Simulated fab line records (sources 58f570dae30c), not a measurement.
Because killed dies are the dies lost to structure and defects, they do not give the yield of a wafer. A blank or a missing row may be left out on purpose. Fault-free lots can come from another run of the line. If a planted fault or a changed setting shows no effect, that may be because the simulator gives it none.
Split-lot study	flow berkeleyCmos170	23 wafers read across 5 lots, on a route 331 steps long

THE SPLIT
At UCB170_ZERO_COAT_01 (resist thk 900 nm), the setting spinRpm was moved away from the recipe's 1500 rpm on 6 of the 23 wafers read, by -5.2% to +4.7%. All remaining wafers had this setting at the recipe value.

The reading is taken at the split's own step.

THE READING
KrF_of_ZERO_COAT_01.thkNm (the simulator's own value, which no gauge read), in nm, at UCB170_ZERO_COAT_01 (resist thk 900 nm). There is no usual value for it anywhere in the file. The 17 wafers here that ran the recipe average 902.7 nm, standard deviation 3 nm.

wafer	tool, chamber at the split	spinRpm as run, rpm	against the recipe	KrF_of_ZERO_COAT_01.thkNm, nm	against lot-mates on the recipe
L079.1	lithoTrack-01, 0	1500	recipe	901	-
L079.3	lithoTrack-01, 0	1500	recipe	899	-
L079.4	lithoTrack-01, 0	1500	recipe	898.2	-
L081.1	lithoTrack-02, 0	1500	recipe	901.1	-
L081.2	lithoTrack-02, 0	1500	recipe	901.8	-
L081.4	lithoTrack-02, 0	1500	recipe	902.3	-
L081.5	lithoTrack-02, 0	1500	recipe	903.6	-
L081.6	lithoTrack-02, 0	1500	recipe	900.8	-
L082.1	lithoTrack-02, 0	1571	+4.7%	884.7	-17.7
L082.2	lithoTrack-02, 0	1500	recipe	900.6	-
L082.4	lithoTrack-02, 0	1500	recipe	902.8	-
L082.5	lithoTrack-02, 0	1571	+4.7%	877.7	-24.7
L082.6	lithoTrack-02, 0	1500	recipe	903.8	-
L084.2	lithoTrack-02, 0	1569	+4.6%	889	-19.0
L084.3	lithoTrack-02, 0	1569	+4.6%	887.5	-20.5
L084.4	lithoTrack-02, 0	1500	recipe	907	-
L084.5	lithoTrack-02, 0	1500	recipe	911.4	-
L084.6	lithoTrack-02, 0	1500	recipe	905.5	-
L085.1	lithoTrack-02, 0	1422	-5.2%	926.4	+23.9
L085.2	lithoTrack-02, 0	1500	recipe	901.1	-
L085.3	lithoTrack-02, 0	1500	recipe	902.2	-
L085.4	lithoTrack-02, 0	1500	recipe	904.3	-
L085.5	lithoTrack-02, 0	1422	-5.2%	928.4	+25.9

THE FIT
A straight line over all 23 wafers: KrF_of_ZERO_COAT_01.thkNm changes by -4.24 nm for each +1% of spinRpm; r = -0.95; the points scatter about the line by 3.4 nm.
The same after taking each lot's own level away (the mean of its wafers on the recipe; 23 wafers): -4.55 nm for each +1%; r = -0.99; scatter 1.8 nm.
Per that fit: largest spinRpm move, reading shift of 24 nm.
The lots' own levels span 899.40 to 907.97 nm, that is 2.8 times the standard deviation above.
The two slopes are in agreement: the lot-to-lot level therefore moves the slope only a little.
Check: for one of the wafers moved furthest among these (-5.2%), held out of the fit, the line's prediction against its lot-mates is +23.9 nm. It came out at +23.9 nm against them.

THE WHOLE CHAIN: every reading that the file lists as answering this split, in the file's order
step	what it does	reading	change (the file's fit)	r (the file's)
UCB170_ZERO_COAT_01	resist thk 900 nm	KrF_of_ZERO_COAT_01.thkNm (the simulator's own value, which no gauge read)	-4.53 nm for each +1% of the setting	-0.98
UCB170_ZERO_STRIP_07	strips in O2	stripTimeToEndpointS	withheld for each +1% of the setting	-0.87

FILE'S OWN FIT
KrF_of_ZERO_COAT_01.thkNm changes by -4.53 nm for each +1% of spinRpm, r = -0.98.
